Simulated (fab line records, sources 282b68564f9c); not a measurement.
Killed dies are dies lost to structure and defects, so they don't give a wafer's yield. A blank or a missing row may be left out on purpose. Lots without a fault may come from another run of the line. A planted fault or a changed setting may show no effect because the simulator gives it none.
Problem report in the 8D (eight disciplines) form, filled by code | flow rit_cmos | the parts of the form that need people (team, actions taken, sign-off) are left out

1. THE PROBLEM
tilt_deg at RIT_NLDD_IMPLANT_08 reads a mean of 3.091 degrees on 6 wafers of 2 lots; wafers without a fault read 6.998 degrees with a standard deviation of 0.023. That is -99 or more standard deviations from the usual mean.
First seen on wafer L885.3, day 5 07:11, on implanter-04. The record holds 42 wafers of 14 lots with a number at this step. Rule for "out", or "out of limits": more than 4 standard deviations from the usual mean. The other wafers with a number count as sound.

2. WHAT IT IS AND WHAT IT IS NOT
question                    | is                     | is not
which readings at this step | tilt_deg               | -
which lots                  | L885, L886             | L874, L875, L876, L877, L879, L881, L887, L888, L890, L892, L894, L897
which wafers of those lots  | all that have a number | -
read on which tools         | implanter-04           | implanter-01, implanter-02
when                        | from day 5 07:11       | up to then (18 sound wafers); but 18 sound wafers of L887, L888, L890, L892, L894, L897 came after

3. SUSPECTS, AND WHAT RULES EACH OUT
Counting: a tool at a process step up to the reading stays a suspect if it ran every lot that is out and no sound lot after the first of them.
- implanter-04 at RIT_NLDD_IMPLANT_08: kept. It ran every lot that is out, first L885 (day 5 07:11), and no sound lot after that; its last sound lot up to then is L879 (day 4 06:33). Its own readings are out on those wafers: tilt_deg.
Left after counting: implanter-04 at RIT_NLDD_IMPLANT_08.

4. THE CAUSE (what the simulator had put in)
Process parameter drift: implanter-04, from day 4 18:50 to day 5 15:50, at RIT_NLDD_IMPLANT_08. Setting tilt_deg, moved by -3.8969, from 7. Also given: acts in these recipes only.
Counting left only this tool.

5. THE CHAIN OF EFFECTS, in route order
Each row: a reading whose mean over the struck wafers that have a number lies more than 3 standard deviations from the usual. Only readings for which the record gives a usual standard deviation are gone through. hours: the time from each lot's start at the first step in this table that gives one to its start at this step, as a median over the lots. sigmas: the change in usual standard deviations.
hours | step                | reading  | usual         | on struck wafers | change | sigmas
0     | RIT_NLDD_IMPLANT_08 | tilt_deg | 6.998 degrees | 3.091            | -3.907 | -99 or more
The process steps in it:
- RIT_NLDD_IMPLANT_08
Readings that are blank on the struck wafers while sound wafers have them: NLDD_RS at RIT_SDANNEAL_RS_MEAS_07.

6. WHAT WOULD HAVE CAUGHT IT SOONER
In this record the first reading out of limits was taken at day 5 07:11, 12 hours after the fault began at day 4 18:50.
